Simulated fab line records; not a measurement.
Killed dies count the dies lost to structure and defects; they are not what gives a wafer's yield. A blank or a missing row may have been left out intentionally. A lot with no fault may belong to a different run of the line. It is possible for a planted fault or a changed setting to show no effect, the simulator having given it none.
Split-lot trial / flow rit_cmos / 5 lots, 24 wafers read, on a route of 202 steps

SPLIT DETAILS
At RIT_GATE_DEVELOP_15 (develop time 50 s), the setting develop_time_s was moved away from the recipe's 50 s on 6 of the 24 wafers read, by -17.9% to +32.9%. The other wafers ran this setting at the recipe's value.

SPLIT TO READING: what lies between them in the file, 1 step
- RIT_SPACER_CLEAN_00: cleans in SC1, time 600 s (also split here: time_s)

THE READING
etest.nmos_0p3.r_on_ohm_um (the simulator's own value, which no gauge read), at RIT_M1_PROBE_99. The file does not state a usual value for it. Across the 18 wafers here that went through the recipe, the average is 2143 and the standard deviation 50.

wafer=L074.2; tool, chamber at the split=litho_track-01, 0; develop_time_s as run, s=50; against the recipe=recipe; etest.nmos_0p3.r_on_ohm_um=2040; against lot-mates on the recipe=-
wafer=L074.3; tool, chamber at the split=litho_track-01, 0; develop_time_s as run, s=50; against the recipe=recipe; etest.nmos_0p3.r_on_ohm_um=2063; against lot-mates on the recipe=-
wafer=L074.6; tool, chamber at the split=litho_track-01, 0; develop_time_s as run, s=50; against the recipe=recipe; etest.nmos_0p3.r_on_ohm_um=2032; against lot-mates on the recipe=-
wafer=L077.3; tool, chamber at the split=litho_track-04, 0; develop_time_s as run, s=50; against the recipe=recipe; etest.nmos_0p3.r_on_ohm_um=2192; against lot-mates on the recipe=-
wafer=L077.4; tool, chamber at the split=litho_track-04, 0; develop_time_s as run, s=50; against the recipe=recipe; etest.nmos_0p3.r_on_ohm_um=2198; against lot-mates on the recipe=-
wafer=L077.6; tool, chamber at the split=litho_track-04, 0; develop_time_s as run, s=50; against the recipe=recipe; etest.nmos_0p3.r_on_ohm_um=2146; against lot-mates on the recipe=-
wafer=L078.1; tool, chamber at the split=litho_track-04, 0; develop_time_s as run, s=50; against the recipe=recipe; etest.nmos_0p3.r_on_ohm_um=2138; against lot-mates on the recipe=-
wafer=L078.2; tool, chamber at the split=litho_track-04, 0; develop_time_s as run, s=41.06; against the recipe=-17.9%; etest.nmos_0p3.r_on_ohm_um=2363; against lot-mates on the recipe=+223
wafer=L078.3; tool, chamber at the split=litho_track-04, 0; develop_time_s as run, s=41.06; against the recipe=-17.9%; etest.nmos_0p3.r_on_ohm_um=2392; against lot-mates on the recipe=+252
wafer=L078.4; tool, chamber at the split=litho_track-04, 0; develop_time_s as run, s=50; against the recipe=recipe; etest.nmos_0p3.r_on_ohm_um=2175; against lot-mates on the recipe=-
wafer=L078.5; tool, chamber at the split=litho_track-04, 0; develop_time_s as run, s=50; against the recipe=recipe; etest.nmos_0p3.r_on_ohm_um=2108; against lot-mates on the recipe=-
wafer=L078.6; tool, chamber at the split=litho_track-04, 0; develop_time_s as run, s=41.06; against the recipe=-17.9%; etest.nmos_0p3.r_on_ohm_um=2409; against lot-mates on the recipe=+269
wafer=L082.1; tool, chamber at the split=litho_track-04, 0; develop_time_s as run, s=66.46; against the recipe=+32.9%; etest.nmos_0p3.r_on_ohm_um=1824; against lot-mates on the recipe=-317
wafer=L082.2; tool, chamber at the split=litho_track-04, 0; develop_time_s as run, s=50; against the recipe=recipe; etest.nmos_0p3.r_on_ohm_um=2164; against lot-mates on the recipe=-
wafer=L082.3; tool, chamber at the split=litho_track-04, 0; develop_time_s as run, s=50; against the recipe=recipe; etest.nmos_0p3.r_on_ohm_um=2142; against lot-mates on the recipe=-
wafer=L082.4; tool, chamber at the split=litho_track-04, 0; develop_time_s as run, s=66.46; against the recipe=+32.9%; etest.nmos_0p3.r_on_ohm_um=1813; against lot-mates on the recipe=-328
wafer=L082.5; tool, chamber at the split=litho_track-04, 0; develop_time_s as run, s=50; against the recipe=recipe; etest.nmos_0p3.r_on_ohm_um=2118; against lot-mates on the recipe=-
wafer=L082.6; tool, chamber at the split=litho_track-04, 0; develop_time_s as run, s=66.46; against the recipe=+32.9%; etest.nmos_0p3.r_on_ohm_um=1815; against lot-mates on the recipe=-326
wafer=L085.1; tool, chamber at the split=litho_track-01, 0; develop_time_s as run, s=50; against the recipe=recipe; etest.nmos_0p3.r_on_ohm_um=2180; against lot-mates on the recipe=-
wafer=L085.2; tool, chamber at the split=litho_track-01, 0; develop_time_s as run, s=50; against the recipe=recipe; etest.nmos_0p3.r_on_ohm_um=2199; against lot-mates on the recipe=-
wafer=L085.3; tool, chamber at the split=litho_track-01, 0; develop_time_s as run, s=50; against the recipe=recipe; etest.nmos_0p3.r_on_ohm_um=2166; against lot-mates on the recipe=-
wafer=L085.4; tool, chamber at the split=litho_track-01, 0; develop_time_s as run, s=50; against the recipe=recipe; etest.nmos_0p3.r_on_ohm_um=2154; against lot-mates on the recipe=-
wafer=L085.5; tool, chamber at the split=litho_track-01, 0; develop_time_s as run, s=50; against the recipe=recipe; etest.nmos_0p3.r_on_ohm_um=2181; against lot-mates on the recipe=-
wafer=L085.6; tool, chamber at the split=litho_track-01, 0; develop_time_s as run, s=50; against the recipe=recipe; etest.nmos_0p3.r_on_ohm_um=2176; against lot-mates on the recipe=-

FIT RESULTS
A straight line over all 24 wafers: etest.nmos_0p3.r_on_ohm_um changes by -10.9 for each +1% of develop_time_s; r = -0.95; the points scatter about the line by 50.
The same after taking each lot's own level away (the mean of its wafers on the recipe; 24 wafers): -10.9 for each +1%; r = -0.98; scatter 28.
Per that fit: largest develop_time_s move, reading shift of 3.6e+02.
Measured against the standard deviation above, the lots' own levels, which go from 2045.0 to 2178.7, span 2.7 times it.
The two slopes agree, so the slope changes little with the lot-to-lot level.
Check: -358 against its lot-mates is what the line predicts for one of the wafers moved furthest among these (+32.9%) when that wafer is left out of the fit. It came out at -317 against them.

THESE WAFERS: OTHER SPLITS
Other splits were also applied to these wafers ahead of the reading. Each is held against what the fit with the lots' levels taken away leaves over:
other split on the same wafers=RIT_ACTIVE_OXIDATION_01 ox_time_s; wafers away from the commonest value=18; r with etest.nmos_0p3.r_on_ohm_um (lot level and that fit taken away)=-0.22
other split on the same wafers=RIT_ACTIVE_DEVELOP_10 develop_time_s; wafers away from the commonest value=4; r with etest.nmos_0p3.r_on_ohm_um (lot level and that fit taken away)=-0.08
other split on the same wafers=RIT_SPACER_CLEAN_00 time_s; wafers away from the commonest value=18; r with etest.nmos_0p3.r_on_ohm_um (lot level and that fit taken away)=+0.17

THE WHOLE CHAIN: every reading that the file lists as answering this split, in the file's order
step=RIT_M1_PROBE_99; what it does=; reading=etest.pmos_0p3.r_on_ohm_um (the simulator's own value, which no gauge read); change (the file's fit)=-37.4 for each +1% of the setting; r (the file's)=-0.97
step=RIT_M1_PROBE_99; what it does=; reading=etest.pmos_0p15.r_on_ohm_um (the simulator's own value, which no gauge read); change (the file's fit)=-36.7 for each +1% of the setting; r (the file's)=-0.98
step=RIT_M1_PROBE_99; what it does=; reading=etest.pmos_turned.r_on_ohm_um (the simulator's own value, which no gauge read); change (the file's fit)=-37.8 for each +1% of the setting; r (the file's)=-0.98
step=RIT_M1_PROBE_99; what it does=; reading=etest.nmos_0p3.r_on_ohm_um (the simulator's own value, which no gauge read); change (the file's fit)=-10.7 for each +1% of the setting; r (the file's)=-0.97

THE FILE'S OWN FIT
etest.nmos_0p3.r_on_ohm_um changes by -10.7 for each +1% of develop_time_s, r = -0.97.
